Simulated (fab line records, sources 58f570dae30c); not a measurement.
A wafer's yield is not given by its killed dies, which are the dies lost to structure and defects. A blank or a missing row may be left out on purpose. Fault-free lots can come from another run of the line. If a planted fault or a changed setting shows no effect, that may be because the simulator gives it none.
Struck lot and sound lot, side by side | flow berkeley_cmos170 | 17 out of 331 route steps
Sound: wafers L618.2, L618.3, L618.6. Struck: wafers L629.2, L629.5, L629.6. The cause is given at the end.
Per side, at each step with rows, come the tool, then ch with its chambers, and then its first start. Under that, the readings that differ: sound wafers | struck wafers | difference of the means | sigmas: that difference in standard deviations of wafers without a fault.
alike: same words and numbers on both sides, and readings whose means sit less than 2 such deviations apart. not compared: any withheld reading, any reading some wafer has no value for, any bound like >300 that may hide the same value, and any number with overlapping values for which the record gives no deviation.
The two part at a step that has a row with sigmas, a row that says differs or no value, or rows on one side only. Non-overlapping numbers with no deviation appear without sigmas and do not part them. A reading that every wafer of one side lacks parts them only if that side has two wafers or more.

UCB170_NWELL_THK_MEAS_02:
  sound on film_metro-02, day 3 22:26; struck on film_metro-01, day 6 07:12
  alike: NWELL_OXIDE_THK
then, 2 steps without rows for these wafers: UCB170_NWELL_ANNEAL_03 (time 900 s); UCB170_NWELL_CVD_04 (deposits Si3N4 from SiH2Cl2/NH3, target thk 224 nm, time 3360 s).
UCB170_NWELL_THK_MEAS_05:
  sound on film_metro-01, day 4 05:13; struck on film_metro-01, day 6 15:43
  alike: NWELL_NITRIDE_THK
then, 4 steps without rows for these wafers: UCB170_NWELL_HMDS_06 (prime time 60 s); UCB170_NWELL_COAT_07 (resist thk 900 nm); UCB170_NWELL_SOFTBAKE_08 (time 60 s); UCB170_NWELL_EXPOSE_09 (exposes mask NWELL, target cd 3000 nm).
UCB170_NWELL_PEB_10:
  sound on litho_track-03 ch 0, day 4 05:52; struck on litho_track-01 ch 0, day 6 16:39
  alike: plate_sensor_t_centre_C, plate_sensor_t_edge_C
then, 1 step without rows for these wafers: UCB170_NWELL_DEVELOP_11 (develop time 45 s).
UCB170_NWELL_OVL_MEAS_12:
  sound on overlay-02, day 4 06:07; struck on overlay-02, day 6 16:54
  reading        | sound      | struck | difference | sigmas
  NWELL_OVL (nm) | -14 -13 -9 | 2 5 -4 | +13        | +2
UCB170_NWELL_ETCH_13: etches Si3N4 in CH3F/Ar/O2, stops on SiO2, target depth 246.4 nm, time 154 s.
  sound on rie_diel-01 ch 0,1,2, day 4 06:09; struck on rie_diel-04 ch 0,1, day 6 16:56
  alike: O2_flow_sccm, drypump_motor_current_A, oes_product_au, throttle_valve_pct
  not compared: rf_hours_counter_h
UCB170_NWELL_IMPLANT_14:
  sound on implanter-04 ch 0, day 4 06:17; struck on implanter-01 ch 0, day 6 17:04
  reading            | sound                           | struck                       | difference | sigmas
  dose_ions_cm2      | 9.999e+12 1.0009e+13 1.0014e+13 | 4.88e+12 4.914e+12 4.892e+12 | -5.11e+12  | -99 or more
  faraday_current_uA | 32.0 32.2 32.0                  | 15.6 15.4 15.3               | -16.6      | -25
  alike: end_station_pressure_torr
UCB170_NWELL_STRIP_15: strips in O2.
  sound on plasma_asher-04 ch 0,1, day 4 06:24; struck on plasma_asher-01 ch 0,1, day 6 17:11
  alike: drypump_motor_current_A, oes_product_au, strip_time_to_endpoint_s
  not compared: rf_hours_counter_h
UCB170_NWELL_TW_MEAS_16:
  sound on film_metro-03, day 4 06:31; struck on film_metro-01, day 6 17:17
  reading  | sound          | struck      | difference | sigmas
  NWELL_TW | 1242 1243 1238 | 978 980 981 | -261       | -37
then, 1 step without rows for these wafers: UCB170_NWELL_CLEAN_17 (cleans in SPM, time 600 s).
-- the record jumps here: 7 days lie between the struck wafers' starts before and after (it left off in module NWELL and takes up again in module M3, whose first step shown is number 331 of the route) --
UCB170_M3_PROBE_99:
  sound on prober-02, day 11 12:41; struck on prober-02, day 13 18:02
  reading                             | sound             | struck            | difference | sigmas
  model.etest.nwell_pinched.rs_ohm_sq | 1283 1271 1278    | 2583 2576 2562    | +1296      |
  model.etest.nwell.rs_ohm_sq         | 863 860.9 867.4   | 1575 1570 1578    | +711       |
  model.etest.nwell.line_ohm_um       | 359.8 363.3 363.5 | 792.1 790.7 793.9 | +430.0     |
  model.etest.nwell.width_nm (nm)     | 2376 2371 2362    | 1988 1987 1999    | -378       |
  model.etest.pmos_0p6.r_on_ohm_um    | 8394 8726 8472    | 8239 8215 8059    | -360       |
  model.etest.pmos_0p35.r_on_ohm_um   | 4630 4759 4660    | 4505 4584 4462    | -166       |
  model.etest.pmos_turned.drive_ua_um | 298.9 293.4 298.2 | 323.3 324.9 327.2 | +28.3      |
  model.etest.pmos_0p35.drive_ua_um   | 286.9 278.8 284.9 | 308.3 306.4 314.9 | +26.3      |

== WHERE THEY PART ==
First at UCB170_NWELL_OVL_MEAS_12; last, within this record, at UCB170_NWELL_TW_MEAS_16.

WHY: what the simulator had put in
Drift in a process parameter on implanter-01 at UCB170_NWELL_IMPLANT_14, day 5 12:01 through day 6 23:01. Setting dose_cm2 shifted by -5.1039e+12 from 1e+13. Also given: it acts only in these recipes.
